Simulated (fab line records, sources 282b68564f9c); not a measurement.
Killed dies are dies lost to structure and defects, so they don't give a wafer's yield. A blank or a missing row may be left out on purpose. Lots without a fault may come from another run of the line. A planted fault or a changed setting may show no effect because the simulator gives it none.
Which tool did it? | flow rit_cmos | 7 lots, 21 wafers sampled, at 2 steps of a route of 202

WHAT THE GAUGES READ, wafer by wafer
RIT_SDANNEAL_RS_MEAS_05: measures by four-point-probe.
lot  | measured    | on            | NSD_RS (ohm/sq)
L374 | day 3 22:19 | film_metro-01 | 85.42 85.34 85.23
L376 | day 4 10:22 | film_metro-03 | 84.08 84.45 84.64
L378 | day 4 22:20 | film_metro-02 | 84.73 85.12 84.57
L381 | day 5 11:41 | film_metro-03 | 84.68 84.67 84.73
L383 | day 6 02:24 | film_metro-02 | 101.58 101.90 101.53 101.64 101.84 101.42
L385 | day 6 05:16 | film_metro-02 | 84.41 84.73 84.57
L393 | day 7 20:16 | film_metro-03 | 84.22 84.15 84.48

WHICH TOOL RAN EACH LOT (tool, then ch and the chambers of the sampled wafers, then the start)
lot  | RIT_NSD_IMPLANT_08
L374 | implanter-01 ch 0, day 3 19:48
L376 | implanter-01 ch 0, day 4 08:01
L378 | implanter-03 ch 0, day 4 19:52
L381 | implanter-03 ch 0, day 5 09:14
L383 | implanter-03 ch 0, day 5 16:59
L385 | implanter-01 ch 0, day 6 02:54
L393 | implanter-01 ch 0, day 7 17:48
- RIT_NSD_IMPLANT_08

THE ANSWER, worked out from the rows above alone
Rule: what is usual is taken from the lots themselves. Put in order of their means at a reading, lots are off if they are a third of the lots or fewer, leave a main group of 4 or more, and stand apart from it by a gap of 3 or more times the standard deviation of the main group's means; of several such gaps the widest counts. A main group whose means are all the same, to the digits that the tables above print for the reading, isn't used. A lot without any number at a reading at which 4 lots or more have one is off too. The other lots that the step has rows for count as sound.
Off: L383, at RIT_SDANNEAL_RS_MEAS_05 (NSD_RS). The main group: mean 84.68 ohm/sq, standard deviation 0.34.
A tool fits if, at a process step before that reading, it ran every lot that is off, and no sound lot after the first of them. The gauges at RIT_SDANNEAL_RS_MEAS_05 are tried like those tools. One fits: implanter-03 at RIT_NSD_IMPLANT_08. Its last sound lot is L381 (day 5 09:14), its first lot that is off L383 (day 5 16:59): a fault that began between those two fits.

WHAT THE SIMULATOR HAD PUT IN
Process parameter drift: implanter-03, from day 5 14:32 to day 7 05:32, at RIT_NSD_IMPLANT_08. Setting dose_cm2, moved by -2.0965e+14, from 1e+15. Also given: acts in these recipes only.
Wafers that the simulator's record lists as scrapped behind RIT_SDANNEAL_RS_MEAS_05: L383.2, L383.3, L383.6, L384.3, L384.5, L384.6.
Lots struck among those shown: L383. The rule above found the same.
